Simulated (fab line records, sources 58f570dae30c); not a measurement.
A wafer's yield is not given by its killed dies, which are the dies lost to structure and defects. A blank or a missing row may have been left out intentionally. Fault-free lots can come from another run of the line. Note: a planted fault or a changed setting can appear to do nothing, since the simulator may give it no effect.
Which tool was responsible? :: flow berkeleyCmos170 :: 14 lots, 42 wafers sampled, at 4 steps of a route of 331

== WHAT EACH GAUGE READ, for each wafer ==
UCB170_SCREENOX_THK_MEAS_02.
lot: L163
measured: day 4 23:19
on: filmMetro-02
SCREENOX_OXIDE_THK (nm): 14.66 14.38 14.19

lot: L164
measured: day 5 08:11
on: filmMetro-03
SCREENOX_OXIDE_THK (nm): 14.54 14.57 14.46

lot: L165
measured: day 5 20:20
on: filmMetro-02
SCREENOX_OXIDE_THK (nm): 14.26 14.54 14.41

lot: L166
measured: day 5 20:20
on: filmMetro-04
SCREENOX_OXIDE_THK (nm): 14.41 14.61 14.50

lot: L169
measured: day 6 01:39
on: filmMetro-02
SCREENOX_OXIDE_THK (nm): 14.25 14.39 14.45

lot: L173
measured: day 7 01:28
on: filmMetro-03
SCREENOX_OXIDE_THK (nm): 14.35 14.35 14.50

lot: L174
measured: day 7 08:21
on: filmMetro-03
SCREENOX_OXIDE_THK (nm): 14.93 14.75 14.78

lot: L175
measured: day 7 08:25
on: filmMetro-02
SCREENOX_OXIDE_THK (nm): 14.33 14.25 14.53

lot: L178
measured: day 8 01:06
on: filmMetro-02
SCREENOX_OXIDE_THK (nm): 14.46 14.34 14.20

lot: L177
measured: day 8 01:07
on: filmMetro-03
SCREENOX_OXIDE_THK (nm): 14.70 14.90 14.85

lot: L179
measured: day 8 11:45
on: filmMetro-03
SCREENOX_OXIDE_THK (nm): 14.51 14.71 14.67

lot: L181
measured: day 9 00:07
on: filmMetro-03
SCREENOX_OXIDE_THK (nm): 14.15 14.23 14.26

lot: L182
measured: day 9 08:00
on: filmMetro-02
SCREENOX_OXIDE_THK (nm): 14.54 14.59 14.62

lot: L184
measured: day 9 14:02
on: filmMetro-04
SCREENOX_OXIDE_THK (nm): 14.07 13.99 13.97

UCB170_PSD_CD_MEAS_06 targets a cd of 1200 nm.
lot: L163
measured: day 5 23:40
on: cdSem-02
cdNm (nm): 1202.0 1202.0 1201.9

lot: L164
measured: day 6 14:59
on: cdSem-01
cdNm (nm): 1201.0 1202.4 1202.0

lot: L165
measured: day 7 03:32
on: cdSem-01
cdNm (nm): 1200.0 1200.2 1199.3

lot: L166
measured: day 7 02:58
on: cdSem-02
cdNm (nm): 1201.2 1201.9 1201.3

lot: L169
measured: day 7 02:31
on: cdSem-01
cdNm (nm): 1199.4 1200.0 1200.5

lot: L173
measured: day 8 04:02
on: cdSem-01
cdNm (nm): 1197.8 1198.1 1198.2

lot: L174
measured: day 8 13:31
on: cdSem-02
cdNm (nm): 1198.9 1197.6 1196.5

lot: L175
measured: day 8 13:49
on: cdSem-02
cdNm (nm): 1201.0 1200.2 1200.9

lot: L178
measured: day 9 06:46
on: cdSem-01
cdNm (nm): 1200.2 1198.4 1199.1

lot: L177
measured: day 9 06:37
on: cdSem-01
cdNm (nm): 1199.0 1200.2 1199.7

lot: L179
measured: day 9 18:01
on: cdSem-01
cdNm (nm): 1200.5 1199.3 1200.4

lot: L181
measured: day 10 05:47
on: cdSem-02
cdNm (nm): 1201.5 1199.6 1201.7

lot: L182
measured: day 10 17:19
on: cdSem-02
cdNm (nm): 1201.1 1201.0 1200.2

lot: L184
measured: day 10 17:34
on: cdSem-02
cdNm (nm): 1199.0 1200.4 1199.3

== TOOL THAT RAN EACH LOT (tool first, then ch and the chambers of the sampled wafers, then the start) ==
lot: L163
UCB170_GATE_STRIP_16: plasmaAsher-03 ch 0,1, day 5 16:17
UCB170_SPACER_ETCHBACK_03: rieDiel-03 ch 0,1,2, day 5 22:24

lot: L164
UCB170_GATE_STRIP_16: plasmaAsher-04 ch 1, day 6 02:18
UCB170_SPACER_ETCHBACK_03: rieDiel-01 ch 2,3, day 6 13:15

lot: L165
UCB170_GATE_STRIP_16: plasmaAsher-01 ch 0,1, day 6 15:23
UCB170_SPACER_ETCHBACK_03: rieDiel-02 ch 0,1,2, day 7 01:12

lot: L166
UCB170_GATE_STRIP_16: plasmaAsher-04 ch 0,1, day 6 15:30
UCB170_SPACER_ETCHBACK_03: rieDiel-01 ch 2,3, day 7 01:12

lot: L169
UCB170_GATE_STRIP_16: plasmaAsher-04 ch 0, day 6 17:37
UCB170_SPACER_ETCHBACK_03: rieDiel-03 ch 0,1,2, day 7 01:12

lot: L173
UCB170_GATE_STRIP_16: plasmaAsher-03 ch 0,1, day 7 18:47
UCB170_SPACER_ETCHBACK_03: rieDiel-03 ch 0,1,2, day 8 02:43

lot: L174
UCB170_GATE_STRIP_16: plasmaAsher-03 ch 0,1, day 8 02:42
UCB170_SPACER_ETCHBACK_03: rieDiel-02 ch 2,3, day 8 12:25

lot: L175
UCB170_GATE_STRIP_16: plasmaAsher-04 ch 0,1, day 8 02:28
UCB170_SPACER_ETCHBACK_03: rieDiel-03 ch 1,2, day 8 12:25

lot: L178
UCB170_GATE_STRIP_16: plasmaAsher-01 ch 0,1, day 8 19:43
UCB170_SPACER_ETCHBACK_03: rieDiel-01 ch 0,1,3, day 9 05:28

lot: L177
UCB170_GATE_STRIP_16: plasmaAsher-04 ch 0,1, day 8 19:30
UCB170_SPACER_ETCHBACK_03: rieDiel-02 ch 0,2,3, day 9 05:30

lot: L179
UCB170_GATE_STRIP_16: plasmaAsher-01 ch 0,1, day 9 07:40
UCB170_SPACER_ETCHBACK_03: rieDiel-01 ch 0,1,2, day 9 16:36

lot: L181
UCB170_GATE_STRIP_16: plasmaAsher-04 ch 0,1, day 9 17:58
UCB170_SPACER_ETCHBACK_03: rieDiel-01 ch 0,2, day 10 04:22

lot: L182
UCB170_GATE_STRIP_16: plasmaAsher-01 ch 0,1, day 10 03:38
UCB170_SPACER_ETCHBACK_03: rieDiel-01 ch 0,1,2, day 10 16:24

lot: L184
UCB170_GATE_STRIP_16: plasmaAsher-04 ch 0,1, day 10 10:34
UCB170_SPACER_ETCHBACK_03: rieDiel-02 ch 0,3, day 10 16:24
- UCB170_GATE_STRIP_16: strips in O2.
- UCB170_SPACER_ETCHBACK_03: etches SiO2 in CHF3/CF4/Ar, stops on Si, target depth 376 nm, time 100 s.

== AS READ BY THE TOOLS THEMSELVES (means over the sampled wafers that have a number; for cases with no such wafer, the mark the record gives instead) ==
UCB170_GATE_STRIP_16.
lot: L163
tool: plasmaAsher-03
drypumpMotorCurrentA (A): 5.9
oesProductAu (a.u.): 0.722

lot: L164
tool: plasmaAsher-04
drypumpMotorCurrentA (A): 5.7
oesProductAu (a.u.): 0.719

lot: L165
tool: plasmaAsher-01
drypumpMotorCurrentA (A): 5.3
oesProductAu (a.u.): 0.724

lot: L166
tool: plasmaAsher-04
drypumpMotorCurrentA (A): 5.4
oesProductAu (a.u.): 0.724

lot: L169
tool: plasmaAsher-04
drypumpMotorCurrentA (A): 5.3
oesProductAu (a.u.): 0.725

lot: L173
tool: plasmaAsher-03
drypumpMotorCurrentA (A): 5.5
oesProductAu (a.u.): 0.730

lot: L174
tool: plasmaAsher-03
drypumpMotorCurrentA (A): 5.9
oesProductAu (a.u.): 0.725

lot: L175
tool: plasmaAsher-04
drypumpMotorCurrentA (A): 5.4
oesProductAu (a.u.): 0.724

lot: L178
tool: plasmaAsher-01
drypumpMotorCurrentA (A): 5.3
oesProductAu (a.u.): 0.731

lot: L177
tool: plasmaAsher-04
drypumpMotorCurrentA (A): 5.6
oesProductAu (a.u.): 0.725

lot: L179
tool: plasmaAsher-01
drypumpMotorCurrentA (A): 5.0
oesProductAu (a.u.): 0.724

lot: L181
tool: plasmaAsher-04
drypumpMotorCurrentA (A): 5.4
oesProductAu (a.u.): 0.725

lot: L182
tool: plasmaAsher-01
drypumpMotorCurrentA (A): 5.0
oesProductAu (a.u.): 0.726

lot: L184
tool: plasmaAsher-04
drypumpMotorCurrentA (A): 5.4
oesProductAu (a.u.): 0.720

UCB170_SPACER_ETCHBACK_03.
lot: L163
tool: rieDiel-03
drypumpMotorCurrentA (A): 6.1
oesProductAu (a.u.): 0.900
rfFwdPowerW (W): 496.2
runLengthS (s): 128.4
throttleValvePct (%): 6.58

lot: L164
tool: rieDiel-01
drypumpMotorCurrentA (A): 5.5
oesProductAu (a.u.): 0.910
rfFwdPowerW (W): 496.4
runLengthS (s): 128.3
throttleValvePct (%): 6.50

lot: L165
tool: rieDiel-02
drypumpMotorCurrentA (A): 5.6
oesProductAu (a.u.): 0.897
rfFwdPowerW (W): 495.5
runLengthS (s): 128.3
throttleValvePct (%): 6.42

lot: L166
tool: rieDiel-01
drypumpMotorCurrentA (A): 5.7
oesProductAu (a.u.): 0.913
rfFwdPowerW (W): 496.4
runLengthS (s): 128.6
throttleValvePct (%): 6.48

lot: L169
tool: rieDiel-03
drypumpMotorCurrentA (A): 6.1
oesProductAu (a.u.): 0.894
rfFwdPowerW (W): 498.9
runLengthS (s): 128.5
throttleValvePct (%): 6.59

lot: L173
tool: rieDiel-03
drypumpMotorCurrentA (A): 6.0
oesProductAu (a.u.): 0.753
rfFwdPowerW (W): 496.9
runLengthS (s): 156.4
throttleValvePct (%): 6.57

lot: L174
tool: rieDiel-02
drypumpMotorCurrentA (A): 6.4
oesProductAu (a.u.): 0.881
rfFwdPowerW (W): 499.0
runLengthS (s): 128.4
throttleValvePct (%): 6.39

lot: L175
tool: rieDiel-03
drypumpMotorCurrentA (A): 6.3
oesProductAu (a.u.): 0.758
rfFwdPowerW (W): 496.8
runLengthS (s): 156.5
throttleValvePct (%): 6.61

lot: L178
tool: rieDiel-01
drypumpMotorCurrentA (A): 5.8
oesProductAu (a.u.): 0.897
rfFwdPowerW (W): 497.4
runLengthS (s): 128.7
throttleValvePct (%): 6.40

lot: L177
tool: rieDiel-02
drypumpMotorCurrentA (A): 5.8
oesProductAu (a.u.): 0.905
rfFwdPowerW (W): 498.5
runLengthS (s): 128.2
throttleValvePct (%): 6.42

lot: L179
tool: rieDiel-01
drypumpMotorCurrentA (A): 5.6
oesProductAu (a.u.): 0.902
rfFwdPowerW (W): 497.5
runLengthS (s): 128.4
throttleValvePct (%): 6.43

lot: L181
tool: rieDiel-01
drypumpMotorCurrentA (A): 5.5
oesProductAu (a.u.): 0.910
rfFwdPowerW (W): 495.6
runLengthS (s): 128.2
throttleValvePct (%): 6.40

lot: L182
tool: rieDiel-01
drypumpMotorCurrentA (A): 5.6
oesProductAu (a.u.): 0.901
rfFwdPowerW (W): 496.4
runLengthS (s): 128.4
throttleValvePct (%): 6.43

lot: L184
tool: rieDiel-02
drypumpMotorCurrentA (A): 5.3
oesProductAu (a.u.): 0.921
rfFwdPowerW (W): 496.6
runLengthS (s): 128.7
throttleValvePct (%): 6.45

== THE ANSWER, worked out from the rows above alone ==
Rule: the usual values come from the lots themselves. Put in order of their means at a reading, lots are off if they are a third of the lots or fewer, leave a main group of 4 or more, and stand apart from it by a gap of 3 or more times the standard deviation of the main group's means; of several such gaps the widest counts. A main group whose means are all the same, to the digits that the tables above print for the reading, isn't used. A lot without any number at a reading at which 4 lots or more have one is off too. All remaining lots with rows at the step are treated as sound. The gauges are gone through in route order, then the tools' own readings, and for those a lot's mean is taken as printed above. The first step at which some lot is off is used, and at that step the reading that is off furthest; a lot without a number counts as furthest.
Off: L173, L175, at UCB170_SPACER_ETCHBACK_03 (runLengthS). The main group: mean 128.4 s, standard deviation 0.16.
A tool fits if, at that step or a process step before it, it ran every lot that is off, and no sound lot after the first of them. One fits: rieDiel-03 at UCB170_SPACER_ETCHBACK_03. A fault onset in the window from L169 (day 7 01:12, its last sound lot) to L173 (day 8 02:43, its first lot off) fits.
The tool's own readings at UCB170_SPACER_ETCHBACK_03 bear it out: on the lots that are off they differ by more than 5 times the standard deviation of the sound lots' means. oesProductAu reads 0.756 a.u. there against 0.903 a.u. on the sound lots; runLengthS reads 156.4 s there against 128.4 s on the sound lots.

== WHAT WAS PUT IN BY THE SIMULATOR ==
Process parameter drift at UCB170_SPACER_ETCHBACK_03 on rieDiel-03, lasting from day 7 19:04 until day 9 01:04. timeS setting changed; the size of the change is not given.
Shown lots that were struck: L173, L175. This agrees with what the rule above found.
